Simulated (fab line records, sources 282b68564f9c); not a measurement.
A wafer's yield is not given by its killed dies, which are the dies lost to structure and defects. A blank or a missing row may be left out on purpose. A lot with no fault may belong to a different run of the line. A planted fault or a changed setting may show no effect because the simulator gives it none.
Which tool is to blame? | flow rit-cmos | 14 lots with 42 wafers sampled at 2 steps, on a route of 202 steps

== WHAT THE GAUGES SHOWED, per wafer ==
Not one reading of a measure or inspect step in the record can be checked against a usual standard deviation.

== WHAT TOOL EACH LOT RAN ON (gives the tool, then ch and the chambers of the sampled wafers, and finally the start) ==
lot  | RIT_NSD_COAT_01                  | RIT_M1_PROBE_99
L558 | litho-track-03 ch 0, day 2 23:34 | prober-01, day 3 10:44
L559 | litho-track-01 ch 0, day 3 03:51 | prober-02, day 3 15:02
L560 | litho-track-01 ch 0, day 3 07:34 | prober-01, day 3 18:10
L561 | litho-track-01 ch 0, day 3 13:36 | prober-02, day 4 00:39
L563 | litho-track-02 ch 0, day 4 00:32 | prober-02, day 4 11:46
L564 | litho-track-02 ch 0, day 4 04:23 | prober-01, day 4 15:14
L565 | litho-track-02 ch 0, day 4 08:19 | prober-02, day 4 19:02
L566 | litho-track-01 ch 0, day 4 15:26 | prober-01, day 5 02:14
L567 | litho-track-02 ch 0, day 4 21:59 | prober-02, day 5 09:12
L568 | litho-track-01 ch 0, day 5 05:20 | prober-01, day 5 16:58
L573 | litho-track-01 ch 0, day 6 01:50 | prober-01, day 6 13:29
L575 | litho-track-03 ch 0, day 6 14:35 | prober-02, day 7 01:20
L580 | litho-track-03 ch 0, day 7 13:25 | prober-02, day 8 00:09
L581 | litho-track-02 ch 0, day 7 17:39 | prober-01, day 8 05:20
- RIT_NSD_COAT_01: resist thk 1000 nm.
- RIT_M1_PROBE_99

== WHAT THE TOOLS THEMSELVES READ (means of the sampled wafers that have a number; where no wafer has one, the mark that the record gives instead) ==
RIT_NSD_COAT_01. Usual: spin-speed-rpm at 3249.7 rpm, with a standard deviation of 2.3.
lot  | tool           | spin-speed-rpm (rpm) | flag
L558 | litho-track-03 | 3246.2               |
L559 | litho-track-01 | 3250.8               |
L560 | litho-track-01 | 3250.3               |
L561 | litho-track-01 | 3249.1               |
L563 | litho-track-02 | 3249.9               |
L564 | litho-track-02 | 3249.2               |
L565 | litho-track-02 | 3752.2               | OFF
L566 | litho-track-01 | 3250.4               |
L567 | litho-track-02 | 3748.2               | OFF
L568 | litho-track-01 | 3249.6               |
L573 | litho-track-01 | 3249.8               |
L575 | litho-track-03 | 3247.2               |
L580 | litho-track-03 | 3248.6               |
L581 | litho-track-02 | 3247.8               |

RIT_M1_PROBE_99. Usual: killed-at-contacts 0.1, standard deviation 0.24; killed-at-front-end 6.8, standard deviation 2.8; killed-dies 6.9, standard deviation 2.8; killed-open 3.3, standard deviation 1.9; killed-short 3.5, standard deviation 1.8.
lot  | tool      | killed-at-contacts | killed-at-front-end | killed-dies | killed-open | killed-short | flag
L558 | prober-01 | 0.0                | 7.0                 | 7.0         | 2.3         | 4.7          |
L559 | prober-02 | 0.0                | 4.0                 | 4.0         | 2.0         | 2.0          |
L560 | prober-01 | 0.0                | 6.3                 | 6.3         | 3.3         | 3.0          |
L561 | prober-02 | 0.3                | 6.7                 | 7.0         | 3.0         | 4.0          |
L563 | prober-02 | 0.0                | 4.3                 | 4.3         | 2.3         | 2.0          |
L564 | prober-01 | 0.0                | 8.0                 | 8.0         | 4.0         | 4.0          |
L565 | prober-02 | 0.0                | 9.0                 | 9.0         | 2.7         | 5.7          |
L566 | prober-01 | 0.0                | 4.0                 | 4.0         | 2.3         | 1.7          |
L567 | prober-02 | 0.3                | 5.3                 | 5.7         | 2.7         | 3.0          |
L568 | prober-01 | 0.0                | 7.0                 | 7.0         | 4.0         | 3.0          |
L573 | prober-01 | 0.0                | 7.7                 | 7.7         | 3.7         | 4.0          |
L575 | prober-02 | 0.0                | 11.7                | 11.7        | 6.7         | 5.0          |
L580 | prober-02 | 0.0                | 5.0                 | 5.0         | 3.3         | 1.7          |
L581 | prober-01 | 0.3                | 9.3                 | 9.7         | 5.7         | 4.0          |

== THE ANSWER, worked out from the rows above alone ==
Rule: a lot is off if the mean of its wafers that have a number lies more than 3 standard deviations from the usual mean. Also off: a lot with no number at a reading for which 4 or more lots have one. Any other lot the step has rows for is counted as sound. Order of review: gauges by route order, followed by the tools' own readings, for which a lot's mean as printed above is used. At the first step where some lot is off, the reading lying furthest off is the one used; lots without a number count as furthest.
Off at RIT_NSD_COAT_01 (spin-speed-rpm): L565, L567.
If a tool, at that step or one of the process steps before it, ran each lot that is off and ran no sound lot following the first of them, it fits. Not one of the candidates tried fits.

== WHAT THE SIMULATOR HAD INSERTED ==
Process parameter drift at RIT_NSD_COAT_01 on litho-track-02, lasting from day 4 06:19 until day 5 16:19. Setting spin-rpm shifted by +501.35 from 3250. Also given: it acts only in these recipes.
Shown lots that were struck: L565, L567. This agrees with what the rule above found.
